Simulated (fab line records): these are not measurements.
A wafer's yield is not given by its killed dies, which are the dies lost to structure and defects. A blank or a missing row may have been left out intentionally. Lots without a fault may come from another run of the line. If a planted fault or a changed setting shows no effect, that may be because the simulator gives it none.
fab line records | flow berkeley-cmos170 | part 2 of 2: steps 31 to 41 of 41
record: lots: 5 wafers: 15 last-day: 12
route steps=331 shown PWELL@41 WELLDRIVE@55 ACTIVE@60 PFIELD@79
lots that met no fault: from a run of the same line without faults
start-h: start of the lot's first displayed wafer, in hours after the record's first day | wait-h: how many hours have passed since the lot's step before this one | " unchanged from the row above | L1.1+2: a single row standing in for several wafers | - value missing, or start not given | * or withheld: withheld | < > ~ a bound
route shown NAME@n: a module of which the file shows steps, and the number in the route of the first | usual: mean/standard deviation of fault-free wafers | same: alike in all rows | chamber/n: place in a boat | sites: per-site readings | _std_site: how widely they spread, as a standard deviation | _edge_site: inner sites' mean taken away from outer sites' mean | radius-mm: for every site, how far away it sits from the centre of the wafer | mask NAME#n: copy n | behind: the tool/chamber that last shaped the wafer | hold: what put the lot on hold/how long, in hours/how the hold closed | device: the transistor (n, p or np) that didn't switch | end of line: the same wafers' tests at the end of the route | for a step that has no rows: nothing shown but its recipe | killed: dies lost to structure and defects at the first sort, not the wafer's yield | map: a wafer's dies, marking killed ones x, the rest . and places with no die _
set.NAME: the setting the step ran with; set.NAME@STEP: the setting that earlier step ran with | model.NAME: the simulator's own value behind a step, which no gauge read
lots at selected steps of the route; one table per step, one row per wafer
services: the hour from which a tool's chamber was out of use, counted from the record's first day as start-h (under 0 if before that day), plus the number of hours and why
== steps ==
step: UCB170_ACTIVE_PEB_11
recipe: peb-temp-c: 130.9 peb-time-s: withheld resist: KrF
columns lot.wafer tool chamber start-h wait-h
L074.1+3+6 litho-track-03 0 81.31 0.1
L084.1+2+5 litho-track-03 0 136.49 0.4
L090.1+2+4 litho-track-01 0 168.19 1.0
L094.2+4+5 litho-track-01 0 195.94 0.2
L093.1+2+5 litho-track-03 0 196.07 0.1
step: UCB170_ACTIVE_DEVELOP_12
recipe: developer: TMAH develop-time-s: 45 resist: KrF dev-temp-c: 21
columns lot.wafer tool chamber start-h wait-h
L074.1+3+6 litho-track-03 0 - -
L084.1+2+5 litho-track-03 0 - -
L090.1+2+4 litho-track-01 0 - -
L094.2+4+5 litho-track-01 0 - -
L093.1+2+5 litho-track-03 0 - -
step: UCB170_ACTIVE_CD_MEAS_13
recipe: target-cd-nm: 1200
usual: cd-nm: 1200.0/1.3
columns lot.wafer tool chamber start-h wait-h cd-nm
L074.1 cd-sem-01 - 81.59 - 1199.7
L074.3 " - " " 1200.6
L074.6 " - " " 1198.3
L084.1 cd-sem-02 - 136.77 - 1200.3
L084.2 " - " " 1198.1
L084.5 " - " " 1200.4
L090.1 cd-sem-02 - 168.46 - 1199.8
L090.2 " - " " 1200.7
L090.4 " - " " 1199.0
L094.2 cd-sem-01 - 196.21 - 1199.4
L094.4 " - " " 1198.0
L094.5 " - " " 1199.8
L093.1 cd-sem-01 - 196.34 - 1199.6
L093.2 " - " " 1198.0
L093.5 " - " " 1197.7
step: UCB170_ACTIVE_OVL_MEAS_14
usual: ACTIVE_OVL: 2/6.7
columns lot.wafer tool chamber start-h wait-h ACTIVE_OVL[nm]
L074.1 overlay-02 - 81.71 0.1 0
L074.3 " - " " -7
L074.6 " - " " -9
L084.1 overlay-01 - 136.89 0.1 -1
L084.2 " - " " 2
L084.5 " - " " -1
L090.1 overlay-02 - 168.58 0.1 -1
L090.2 " - " " -6
L090.4 " - " " -9
L094.2 overlay-01 - 196.31 0.1 8
L094.4 " - " " 5
L094.5 " - " " -5
L093.1 overlay-01 - 196.46 0.1 -6
L093.2 " - " " -6
L093.5 " - " " -3
step: UCB170_ACTIVE_ETCH_15
recipe: chemistry: CH3F/Ar/O2 target: Si3N4 stop-on: SiO2 CH3F_flow_sccm: 20 Ar_flow_sccm: 50 O2_flow_sccm: 7 pressure-mtorr: 50 rf-w: 450 target-depth-a: 2420 over-etch-frac: 0.1 time-s: 151
usual: CH3F_flow_sccm: 20.01/0.066 chamber-pressure-mTorr: 50.00/0.04 drypump-motor-current-A: 5.57/0.28 oes-product-au: 0.943/0.015 rf-fwd-power-W: 448.0/1.5 throttle-valve-pct: 8.02/0.1
same: time-s: 151
columns lot.wafer tool chamber start-h wait-h CH3F_flow_sccm chamber-pressure-mTorr drypump-motor-current-A oes-product-au rf-fwd-power-W rf-hours-counter-h throttle-valve-pct
L074.1 rie-diel-01 0 81.74 0.0 20.02 50.02 5.54 0.946 448.0 107 8.36
L074.3 " 2 " " 20.05 50.07 6.04 0.953 448.9 75 8.10
L074.6 " 1 " " 20.01 49.97 5.19 0.950 448.3 - 7.88
L084.1 rie-diel-04 2 136.93 0.0 19.96 49.98 5.14 0.966 446.1 144 8.10
L084.2 " 1 " " 20.11 50.05 5.71 0.933 450.6 114 7.98
L084.5 " 2 " " 19.96 50.06 5.14 0.970 445.1 - 8.10
L090.1 rie-diel-01 3 168.62 0.0 19.96 50.01 5.48 0.923 450.1 87 7.84
L090.2 " 0 " " 19.94 50.05 5.55 0.949 446.1 109 8.37
L090.4 " 1 " " 20.06 50.07 5.21 0.944 448.2 6 7.87
L094.2 rie-diel-04 1 196.34 0.0 19.90 49.99 5.73 0.932 450.4 117 8.01
L094.4 " 1 " " 19.86 50.03 5.71 0.934 448.2 - 7.99
L094.5 " 0 " " 19.95 50.00 5.42 0.956 446.5 - 7.99
L093.1 rie-diel-01 1 196.50 0.0 20.08 50.02 5.17 0.937 447.4 7 7.87
L093.2 " 0 " " 20.10 49.98 5.57 0.936 450.5 110 8.36
L093.5 " 2 " " 20.10 49.99 6.04 0.939 448.1 - 8.10
step: UCB170_ACTIVE_STRIP_16
recipe: chemistry: O2 power-w: 400 pressure-mtorr: 3500 platen-temp-c: withheld o2-flow-sccm: 400 overash-fraction: 0.5
usual: chamber-pressure-mTorr: 3500/3.1 drypump-motor-current-A: 5.8/0.59 oes-product-au: 0.721/0.0046 strip-time-to-endpoint-s: 18.11/0.11
columns lot.wafer tool chamber start-h wait-h chamber-pressure-mTorr drypump-motor-current-A oes-product-au rf-hours-counter-h strip-time-to-endpoint-s
L074.1 plasma-asher-02 1 81.84 0.1 3505 6.3 0.702 37 18.13
L074.3 " 0 " " 3495 6.3 0.719 - 18.11
L074.6 " 0 " " 3500 6.3 0.730 - 18.10
L084.1 plasma-asher-03 0 137.03 0.1 3501 5.8 0.722 44 18.11
L084.2 " 1 " " 3502 5.2 0.722 44 18.23
L084.5 " 1 " " 3503 5.3 0.715 - 18.14
L090.1 plasma-asher-02 1 168.72 0.1 3502 6.3 0.716 5 18.29
L090.2 " 0 " " 3494 6.3 0.719 5 18.23
L090.4 " 1 " " 3501 6.2 0.721 - 18.25
L094.2 plasma-asher-02 0 196.44 0.1 3504 6.3 0.720 8 18.26
L094.4 " 0 " " 3500 6.3 0.724 - 18.22
L094.5 " 1 " " 3499 6.2 0.714 - 18.11
L093.1 plasma-asher-04 0 196.60 0.1 3501 6.4 0.721 35 18.16
L093.2 " 1 " " 3502 4.8 0.719 35 18.05
L093.5 " 1 " " 3503 4.8 0.732 - 18.06
step: UCB170_ACTIVE_CD_MEAS_90
recipe: target-cd-nm: 1200
usual: cd-nm: 1199.9/1.2
columns lot.wafer tool chamber start-h wait-h cd-nm
L074.1 cd-sem-01 - 81.95 0.1 1199.9
L074.3 " - " " 1200.2
L074.6 " - " " 1198.6
L084.1 cd-sem-01 - 137.13 0.1 1199.9
L084.2 " - " " 1198.5
L084.5 " - " " 1200.1
L090.1 cd-sem-01 - 168.82 0.1 1199.8
L090.2 " - " " 1200.2
L090.4 " - " " 1198.8
L094.2 cd-sem-01 - 196.56 0.1 1199.1
L094.4 " - " " 1198.7
L094.5 " - " " 1199.6
L093.1 cd-sem-02 - 196.70 0.1 1199.6
L093.2 " - " " 1197.9
L093.5 " - " " 1197.6
step: UCB170_ACTIVE_CLEAN_17
recipe: chemistry: SPM temp-c: 120 time-s: 600
same: time-s: 600
columns lot.wafer tool chamber start-h wait-h
L074.1+3+6 wet-bench-04 0 83.74 1.8
L084.1+2+5 wet-bench-02 0 137.51 0.4
L090.1+2+4 wet-bench-04 3 168.94 0.1
L094.2+4+5 wet-bench-04 2 196.66 0.1
L093.1+2+5 wet-bench-03 3 196.83 0.1
step: UCB170_PFIELD_HMDS_00
recipe: prime-time-s: 60 prime-temp-c: 100
columns lot.wafer tool chamber start-h wait-h
L074.1+3+6 litho-track-03 0 83.91 0.0
L084.1+2+5 litho-track-03 0 137.90 0.2
L090.1+2+4 litho-track-03 0 169.35 0.2
L094.2+4+5 litho-track-03 0 197.09 0.2
L093.1+2+5 litho-track-03 0 197.52 0.5
step: UCB170_PFIELD_COAT_01
recipe: resist: KrF spin-rpm: 1500 resist-thk-nm: 900
columns lot.wafer tool chamber start-h wait-h
L074.1+3+6 litho-track-03 0 84.06 0.1
L084.1+2+5 litho-track-03 0 138.05 0.1
L090.1+2+4 litho-track-03 0 169.50 0.1
L094.2+4+5 litho-track-03 0 197.24 0.1
L093.1+2+5 litho-track-03 0 197.67 0.1
step: UCB170_PFIELD_SOFTBAKE_02
recipe: resist: KrF temp-c: 130 time-s: 60
same: time-s: 60
columns lot.wafer tool chamber start-h wait-h
L074.1+3+6 litho-track-03 0 84.21 0.1
L084.1+2+5 litho-track-03 0 138.20 0.1
L090.1+2+4 litho-track-03 0 169.65 0.1
L094.2+4+5 litho-track-03 0 197.39 0.1
L093.1+2+5 litho-track-03 0 197.82 0.1
== services ==
columns tool chamber start-h hours kind
krf-scanner-02 - 37.10 0.8 pm
krf-scanner-02 - 41.08 1.0 pm
krf-scanner-01 - 56.23 1.3 pm
plasma-asher-02 - 56.31 1.3 repair
rie-diel-04 - 62.17 15.6 pm
rie-diel-01 1 62.30 2.5 repair
rie-diel-03 3 64.93 1.5 repair
krf-scanner-01 - 69.00 1.0 pm
lpcvd-02 - 87.37 1.2 repair
rie-diel-04 - 87.53 14.6 pm
krf-scanner-02 - 100.57 3.6 pm
rie-diel-04 1 107.34 7.5 repair
plasma-asher-02 - 108.75 9.0 pm
wet-bench-02 - 113.35 0.8 repair
wet-bench-02 - 132.67 4.4 pm
krf-scanner-01 - 142.26 0.8 pm
krf-scanner-01 - 145.41 0.4 repair
furnace-04 - 148.41 3.5 pm
krf-scanner-01 - 151.59 4.0 pm
rie-diel-04 3 155.68 4.1 repair
krf-scanner-01 - 157.13 1.9 repair
krf-scanner-02 - 163.28 1.3 pm
furnace-04 - 168.59 3.6 pm
furnace-01 - 170.94 3.6 pm
